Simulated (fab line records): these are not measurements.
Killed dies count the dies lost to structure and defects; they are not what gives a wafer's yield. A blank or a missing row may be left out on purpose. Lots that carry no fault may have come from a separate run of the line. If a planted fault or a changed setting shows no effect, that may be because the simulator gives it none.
Chamber matching | flow berkeley cmos170 | UCB170_V2_CVD_00 on pecvd-03 has 3 sister chambers
The step deposits SiO2 from TEOS/O2, target thk 2000 nm, time 250 s. 6 wafers are shown with their chamber, then 7 later ones without.

## WAFERS PAIRED WITH THEIR CHAMBERS
wafer  | chamber | run length s (s) | heater power w (W)
L897.1 | 1       | 276.9            | 277
L897.4 | 2       | 277.4            | 204
L902.6 | 1       | 277.2            | 321
L903.2 | 0       | 277.9            | 265
L903.3 | 2       | 277.0            | 156
L903.5 | 0       | 278.3            | 194

## WAFERS WITH NO CHAMBER GIVEN
wafer  | run length s (s) | heater power w (W)
L908.2 | 277.6            | 305
L908.3 | 277.5            | 151
L908.6 | 277.2            | 242
L912.1 | 277.3            | 323
L912.6 | 277.6            | 139
L913.2 | 277.3            | 322
L913.3 | 276.8            | 219

## CHAMBER TAKEN BY EACH
wafer  | from the rows above          | in truth
L908.2 | can't be placed: 1 or 0 or 2 | 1
L908.3 | can't be placed: 2 or 0      | 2
L908.6 | can't be placed: 1 or 2 or 0 | 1
L912.1 | 1                            | 1
L912.6 | can't be placed: 2 or 0      | 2
L913.2 | 1                            | 1
L913.3 | can't be placed: 2 or 1      | 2
Correct placement for 2 of the 7. These rows do not allow placing 5 (true chamber among the candidates in 5). 0 placed wrongly.
How it was worked out, from the rows above alone: a wafer's distance from a chamber is the root of the sum, over the readings, of the square of ((its reading less the chamber's mean) divided by the reading's scatter). If the next closest chamber is less than 2 further off than the closest, the wafer can't be placed; otherwise it belongs to the closest. The mean given for a chamber averages the wafers shown for that chamber. The scatter is the square root of a quotient: the sum, over the shown wafers, of each reading's squared deviation from its chamber's mean, divided by wafers minus chambers.
